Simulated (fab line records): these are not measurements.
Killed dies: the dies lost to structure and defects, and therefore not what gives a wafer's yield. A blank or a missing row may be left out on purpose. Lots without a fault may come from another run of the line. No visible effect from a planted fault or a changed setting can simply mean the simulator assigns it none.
The tool behind it: which one? || flow berkeley_cmos170 || at 1 step of a route of 331, 15 lots with 45 wafers sampled

== WHAT THE GAUGES READ, wafer by wafer ==
Not one reading of a measure or inspect step in the record can be checked against a usual standard deviation.

== WHAT TOOL EACH LOT RAN ON (gives the tool, then ch and the chambers of the sampled wafers, and finally the start) ==
{"lot": "L275", "UCB170_SPACER_ETCHBACK_03": "rie_diel-01 ch 0,2,3, day 7 23:27"}
{"lot": "L276", "UCB170_SPACER_ETCHBACK_03": "rie_diel-02 ch 1,2,3, day 8 14:19"}
{"lot": "L280", "UCB170_SPACER_ETCHBACK_03": "rie_diel-01 ch 0,1,2, day 9 03:15"}
{"lot": "L281", "UCB170_SPACER_ETCHBACK_03": "rie_diel-02 ch 0,1,2, day 9 15:19"}
{"lot": "L282", "UCB170_SPACER_ETCHBACK_03": "rie_diel-03 ch 0,1,3, day 9 15:19"}
{"lot": "L283", "UCB170_SPACER_ETCHBACK_03": "rie_diel-01 ch 0,2,3, day 9 15:19"}
{"lot": "L285", "UCB170_SPACER_ETCHBACK_03": "rie_diel-03 ch 0,3, day 9 22:55"}
{"lot": "L286", "UCB170_SPACER_ETCHBACK_03": "rie_diel-02 ch 0,1, day 10 06:13"}
{"lot": "L291", "UCB170_SPACER_ETCHBACK_03": "rie_diel-03 ch 0,1, day 10 22:16"}
{"lot": "L290", "UCB170_SPACER_ETCHBACK_03": "rie_diel-03 ch 0,3, day 10 22:20"}
{"lot": "L292", "UCB170_SPACER_ETCHBACK_03": "rie_diel-03 ch 0,1,3, day 11 03:37"}
{"lot": "L293", "UCB170_SPACER_ETCHBACK_03": "rie_diel-01 ch 1,2,3, day 11 03:37"}
{"lot": "L294", "UCB170_SPACER_ETCHBACK_03": "rie_diel-02 ch 0,1,2, day 12 01:59"}
{"lot": "L297", "UCB170_SPACER_ETCHBACK_03": "rie_diel-02 ch 0,1, day 12 11:56"}
{"lot": "L298", "UCB170_SPACER_ETCHBACK_03": "rie_diel-01 ch 1,2, day 12 11:56"}
- UCB170_SPACER_ETCHBACK_03: etches SiO2 in CHF3/CF4/Ar, stops on Si, target depth 376 nm, time 100 s.

== AS READ BY THE TOOLS THEMSELVES (means over the sampled wafers that have a number; for cases with no such wafer, the mark the record gives instead) ==
UCB170_SPACER_ETCHBACK_03.
{"lot": "L275", "tool": "rie_diel-01", "drypump_motor_current_A (A)": 5.1, "oes_product_au (a.u.)": 0.900, "run_length_s (s)": 128.3, "throttle_valve_pct (%)": 6.43}
{"lot": "L276", "tool": "rie_diel-02", "drypump_motor_current_A (A)": 5.4, "oes_product_au (a.u.)": 0.899, "run_length_s (s)": 128.4, "throttle_valve_pct (%)": 6.55}
{"lot": "L280", "tool": "rie_diel-01", "drypump_motor_current_A (A)": 5.2, "oes_product_au (a.u.)": 0.896, "run_length_s (s)": 127.9, "throttle_valve_pct (%)": 6.50}
{"lot": "L281", "tool": "rie_diel-02", "drypump_motor_current_A (A)": 5.7, "oes_product_au (a.u.)": 0.904, "run_length_s (s)": 128.4, "throttle_valve_pct (%)": 6.52}
{"lot": "L282", "tool": "rie_diel-03", "drypump_motor_current_A (A)": 5.9, "oes_product_au (a.u.)": 0.901, "run_length_s (s)": 128.4, "throttle_valve_pct (%)": 6.53}
{"lot": "L283", "tool": "rie_diel-01", "drypump_motor_current_A (A)": 5.1, "oes_product_au (a.u.)": 0.897, "run_length_s (s)": 128.6, "throttle_valve_pct (%)": 6.43}
{"lot": "L285", "tool": "rie_diel-03", "drypump_motor_current_A (A)": 5.8, "oes_product_au (a.u.)": 0.897, "run_length_s (s)": 128.8, "throttle_valve_pct (%)": 6.48}
{"lot": "L286", "tool": "rie_diel-02", "drypump_motor_current_A (A)": 5.7, "oes_product_au (a.u.)": 0.899, "run_length_s (s)": 128.1, "throttle_valve_pct (%)": 6.48}
{"lot": "L291", "tool": "rie_diel-03", "drypump_motor_current_A (A)": 6.0, "oes_product_au (a.u.)": 0.794, "run_length_s (s)": 154.6, "throttle_valve_pct (%)": 6.58}
{"lot": "L290", "tool": "rie_diel-03", "drypump_motor_current_A (A)": 5.8, "oes_product_au (a.u.)": 0.702, "run_length_s (s)": 182.0, "throttle_valve_pct (%)": 6.46}
{"lot": "L292", "tool": "rie_diel-03", "drypump_motor_current_A (A)": 5.9, "oes_product_au (a.u.)": 0.795, "run_length_s (s)": 155.2, "throttle_valve_pct (%)": 6.51}
{"lot": "L293", "tool": "rie_diel-01", "drypump_motor_current_A (A)": 5.2, "oes_product_au (a.u.)": 0.889, "run_length_s (s)": 127.9, "throttle_valve_pct (%)": 6.54}
{"lot": "L294", "tool": "rie_diel-02", "drypump_motor_current_A (A)": 5.7, "oes_product_au (a.u.)": 0.909, "run_length_s (s)": 128.2, "throttle_valve_pct (%)": 6.51}
{"lot": "L297", "tool": "rie_diel-02", "drypump_motor_current_A (A)": 6.0, "oes_product_au (a.u.)": 0.909, "run_length_s (s)": 128.3, "throttle_valve_pct (%)": 6.46}
{"lot": "L298", "tool": "rie_diel-01", "drypump_motor_current_A (A)": 5.3, "oes_product_au (a.u.)": 0.890, "run_length_s (s)": 127.6, "throttle_valve_pct (%)": 6.60}

== THE ANSWER, worked out from the rows above alone ==
Rule: the usual values come from the lots themselves. The widest of any qualifying gaps counts: lots, ordered by their means at a reading, are off when they make up no more than a third of the lots, leave a main group of 4 or more, and stand apart from it by 3 or more times the standard deviation of that group's means. A main group whose means are all the same, to the digits that the tables above print for the reading, isn't used. A lot without any number at a reading at which 4 lots or more have one is off too. The other lots that the step has rows for count as sound. After the gauges, taken in route order, come the tools' own readings; for these a lot's mean is taken, as printed above. At the first step where some lot is off, the reading lying furthest off is the one used; lots without a number count as furthest.
Off: L291, L290, L292, at UCB170_SPACER_ETCHBACK_03 (run_length_s). The main group: mean 128.2 s, standard deviation 0.31.
A tool fits if, at that step or a process step before it, it ran every lot that is off, and no sound lot after the first of them. One fits: UCB170_SPACER_ETCHBACK_03 on rie_diel-03. A fault onset in the window from L285 (day 9 22:55, its last sound lot) to L291 (day 10 22:16, its first lot off) fits.
The tool's own readings at UCB170_SPACER_ETCHBACK_03 bear it out: on the lots that are off they differ by more than 5 times the standard deviation of the sound lots' means. oes_product_au reads 0.764 a.u. there against 0.899 a.u. on the sound lots; run_length_s reads 163.9 s there against 128.2 s on the sound lots.

== WHAT HAD BEEN PUT IN BY THE SIMULATOR ==
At UCB170_SPACER_ETCHBACK_03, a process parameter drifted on rie_diel-03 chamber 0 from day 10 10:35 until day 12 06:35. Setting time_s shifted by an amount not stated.
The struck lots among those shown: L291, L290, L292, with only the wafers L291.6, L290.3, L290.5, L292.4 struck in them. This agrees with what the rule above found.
